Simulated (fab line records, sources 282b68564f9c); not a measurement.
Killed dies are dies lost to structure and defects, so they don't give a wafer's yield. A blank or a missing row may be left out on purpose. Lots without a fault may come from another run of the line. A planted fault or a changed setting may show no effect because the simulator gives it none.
Which tool did it? | flow rit_cmos | 14 lots, 42 wafers sampled, at 2 steps of a route of 202

WHAT THE GAUGES READ, wafer by wafer
The record holds no reading of a measuring or inspecting step that can be judged against a usual standard deviation.

WHICH TOOL RAN EACH LOT (tool, then ch and the chambers of the sampled wafers, then the start)
lot  | RIT_NLDD_SOFTBAKE_02             | RIT_M1_PROBE_99
L399 | litho_track-04 ch 0, day 3 03:29 | -
L401 | litho_track-03 ch 0, day 3 07:30 | -
L404 | litho_track-03 ch 0, day 4 00:46 | -
L403 | litho_track-02 ch 0, day 4 00:56 | -
L405 | litho_track-04 ch 0, day 4 01:05 | -
L406 | litho_track-04 ch 0, day 4 05:56 | -
L408 | litho_track-03 ch 0, day 4 15:03 | prober-01, day 5 07:23
L409 | litho_track-04 ch 0, day 4 20:35 | -
L411 | litho_track-03 ch 0, day 5 07:14 | -
L414 | litho_track-03 ch 0, day 5 23:59 | -
L418 | litho_track-03 ch 0, day 7 03:16 | -
L419 | litho_track-04 ch 0, day 7 07:08 | -
L420 | litho_track-04 ch 0, day 7 14:10 | -
L422 | litho_track-04 ch 0, day 8 00:50 | -
- RIT_NLDD_SOFTBAKE_02: time 60 s.
- RIT_M1_PROBE_99

WHAT THE TOOLS THEMSELVES READ (means of the sampled wafers that have a number; where no wafer has one, the mark that the record gives instead)
RIT_NLDD_SOFTBAKE_02. Usual: heater_power_total_W 34.56 W, standard deviation 0.046; run_length_s 89.26 s, standard deviation 0.12.
lot  | tool           | heater_power_total_W (W) | run_length_s (s) | flag
L399 | litho_track-04 | 34.56                    | 89.31            |
L401 | litho_track-03 | 34.59                    | 89.16            |
L404 | litho_track-03 | 34.58                    | 89.18            |
L403 | litho_track-02 | 34.55                    | 89.21            |
L405 | litho_track-04 | 34.54                    | 89.38            |
L406 | litho_track-04 | 34.56                    | 89.29            |
L408 | litho_track-03 | 34.57                    | 89.21            |
L409 | litho_track-04 | 34.58                    | 89.26            |
L411 | litho_track-03 | 34.52                    | 89.06            |
L414 | litho_track-03 | 35.75                    | 82.70            | OFF
L418 | litho_track-03 | 35.79                    | 82.72            | OFF
L419 | litho_track-04 | 34.59                    | 89.31            |
L420 | litho_track-04 | 34.56                    | 89.27            |
L422 | litho_track-04 | 34.56                    | 89.23            |

RIT_M1_PROBE_99. Usual: killed_at_M0_to_M3 0.0, standard deviation 0.12; killed_at_contacts 0.0, standard deviation 0.2; killed_at_front_end 7, standard deviation 3; killed_dies 7, standard deviation 3; killed_open 3.4, standard deviation 1.8; killed_short 3.8, standard deviation 2.1.
lot  | tool      | killed_at_M0_to_M3 | killed_at_contacts | killed_at_front_end | killed_dies | killed_open | killed_short | flag
L408 | prober-01 | 0.0                | 0.0                | 6                   | 6           | 2.3         | 3.3          |

THE ANSWER, worked out from the rows above alone
Rule: a lot is off if the mean of its wafers that have a number lies more than 3 standard deviations from the usual mean. A lot without any number at a reading at which 4 lots or more have one is off too. The other lots that the step has rows for count as sound. The gauges are gone through in route order, then the tools' own readings, and for those a lot's mean is taken as printed above. The first step at which some lot is off is used, and at that step the reading that is off furthest; a lot without a number counts as furthest.
Off: L414, L418, at RIT_NLDD_SOFTBAKE_02 (run_length_s).
A tool fits if, at that step or a process step before it, it ran every lot that is off, and no sound lot after the first of them. One fits: litho_track-03 at RIT_NLDD_SOFTBAKE_02. Its last sound lot is L411 (day 5 07:14), its first lot that is off L414 (day 5 23:59): a fault that began between those two fits.
The tool's own readings at RIT_NLDD_SOFTBAKE_02 bear it out: on the lots that are off they differ by more than 5 times the standard deviation of the sound lots' means. heater_power_total_W reads 35.77 W there against 34.56 W on the sound lots; run_length_s reads 82.71 s there against 89.24 s on the sound lots.

WHAT THE SIMULATOR HAD PUT IN
Process parameter drift: litho_track-03, from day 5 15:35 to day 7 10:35, at RIT_NLDD_SOFTBAKE_02. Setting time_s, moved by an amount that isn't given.
Lots struck among those shown: L414, L418. The rule above found the same.
